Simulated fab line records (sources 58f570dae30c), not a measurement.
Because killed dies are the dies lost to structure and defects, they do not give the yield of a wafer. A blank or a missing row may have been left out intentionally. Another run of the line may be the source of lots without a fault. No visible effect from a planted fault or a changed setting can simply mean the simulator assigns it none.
2 desks looking at one fault / flow berkeley cmos170 / every desk sees just its own numbers, and what lay behind them comes last

FROM THE METROLOGY DESK
Means of the sampled wafers that have a number, per lot and without regard to the tool the lot ran on: this is what the gauges read. Marked OUT: a lot whose mean sits more than 4 standard deviations from the usual mean, which makes it out of limits; the brackets give that distance.
Columns: A = FIELD_OXIDE_LEFT_1_THK at UCB170_FIELD_THK_MEAS_90, usual 441 nm; B = NSD_OVL at UCB170_NSD_OVL_MEAS_07, usual 2 nm; C = M1_AL_RS at UCB170_M1_RS_MEAS_01, usual 0.0485 ohm/sq
lot=L261; first seen here=day 5 09:28; A=445; B=2; C=0.0484
lot=L262; first seen here=day 5 09:29; A=436; B=1; C=0.0487
lot=L263; first seen here=day 6 03:33; A=453; B=3; C=0.0480
lot=L264; first seen here=day 6 12:50; A=455; B=4; C=0.0488
lot=L265; first seen here=day 6 12:50; A=454; B=2; C=0.0484
lot=L266; first seen here=day 6 12:50; A=460; B=3; C=0.0490
lot=L269; first seen here=day 7 12:32; A=434; B=0; C=0.0479
lot=L268; first seen here=day 7 12:33; A=457; B=-2; C=0.0490
lot=L272; first seen here=day 7 17:50; A=436; B=1; C=0.0486
lot=L274; first seen here=day 8 07:45; A=440; B=6; C=0.0478
lot=L283; first seen here=day 10 18:27; A=439; B=-5; C=0.0488
lot=L284; first seen here=day 10 18:28; A=429; B=3; C=0.0486
This desk found nothing out of limits on any of the 12 lots.

DESK OF THE TOOL OWNER: furnace-04
The tool's own readings at UCB170_ACTIVE_OXIDATION_02 (target thk 26.4 nm, ox time 1260 s): means of the sampled wafers that have a number, for each lot that ran on this tool. Marked OUT: a lot whose mean sits more than 4 standard deviations from the usual mean, which makes it out of limits; the brackets give that distance.
Columns: A = ox temp c at UCB170_ACTIVE_OXIDATION_02, usual 999.9 C; B = ox temp c max at UCB170_ACTIVE_OXIDATION_02, usual 1002.8; C = zone power centre pct at UCB170_ACTIVE_OXIDATION_02, usual 51.1 %
lot=L263; first seen here=day 4 19:10; A=1000.3; B=1002.9; C=50.2
lot=L264; first seen here=day 5 03:02; A=999.3; B=1002.0; C=50.1
lot=L265; first seen here=day 5 03:02; A=1000.1; B=1002.4; C=50.3
lot=L266; first seen here=day 5 03:02; A=999.9; B=1002.8; C=50.6
lot=L268; first seen here=day 6 04:45; A=1000.1; B=1002.8; C=50.2
lot=L269; first seen here=day 6 04:45; A=999.9; B=1002.4; C=50.2
This desk found nothing out of limits on any of the 6 lots.

BROUGHT TOGETHER
From the metrology desk's view, nothing was out of limits.
The tool owner's desk saw nothing out of limits.

WHAT THE SIMULATOR HAD INSERTED
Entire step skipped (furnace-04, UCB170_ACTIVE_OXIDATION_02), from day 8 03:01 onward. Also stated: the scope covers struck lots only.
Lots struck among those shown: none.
